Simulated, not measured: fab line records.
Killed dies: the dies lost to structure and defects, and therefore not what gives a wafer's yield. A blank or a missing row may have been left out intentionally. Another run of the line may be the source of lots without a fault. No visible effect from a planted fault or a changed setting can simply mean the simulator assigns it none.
Which tool is to blame? ; flow rit-cmos ; Sampling: 6 lots, 18 wafers, 2 of 202 route steps

== WHAT THE GAUGES READ, wafer by wafer ==
RIT_SPACER_THK_MEAS_04.
lot;measured;on;SPACER_NITRIDE_THK (nm)
L558;day 3 07:27;film-metro-02;254.6 256.5 252.6
L560;day 3 17:04;film-metro-01;251.7 252.2 249.8
L562;day 4 05:05;film-metro-04;248.3 247.8 246.8
L564;day 4 13:22;film-metro-04;247.7 247.1 249.5
L566;day 5 00:28;film-metro-02;248.5 249.4 250.1
L569;day 5 15:51;film-metro-02;249.2 249.4 248.0

== TOOL THAT RAN EACH LOT (tool first, then ch and the chambers of the sampled wafers, then the start) ==
lot;RIT_SPACER_CVD_03
L558;lpcvd-02 ch 1, day 3 05:32
L560;lpcvd-01 ch 0, day 3 15:07
L562;lpcvd-01 ch 1, day 4 03:10
L564;lpcvd-02 ch 1, day 4 11:27
L566;lpcvd-01 ch 1, day 4 22:34
L569;lpcvd-01 ch 0, day 5 13:56
- RIT_SPACER_CVD_03: deposits Si3N4 from SiH2Cl2/NH3, target thk 250 nm, time 3300 s.

== THE ANSWER, worked out from the rows above alone ==
Rule: the usual values come from the lots themselves. Put in order of their means at a reading, lots are off if they are a third of the lots or fewer, leave a main group of 4 or more, and stand apart from it by a gap of 3 or more times the standard deviation of the main group's means; of several such gaps the widest counts. The tables above print the reading to a certain number of digits; a main group whose means all agree to those digits is not used. Also off: a lot with no number at a reading for which 4 or more lots have one. The other lots that the step has rows for count as sound.
No lot is off at any reading shown: from this, nothing can be told.

== WHAT WAS PUT IN BY THE SIMULATOR ==
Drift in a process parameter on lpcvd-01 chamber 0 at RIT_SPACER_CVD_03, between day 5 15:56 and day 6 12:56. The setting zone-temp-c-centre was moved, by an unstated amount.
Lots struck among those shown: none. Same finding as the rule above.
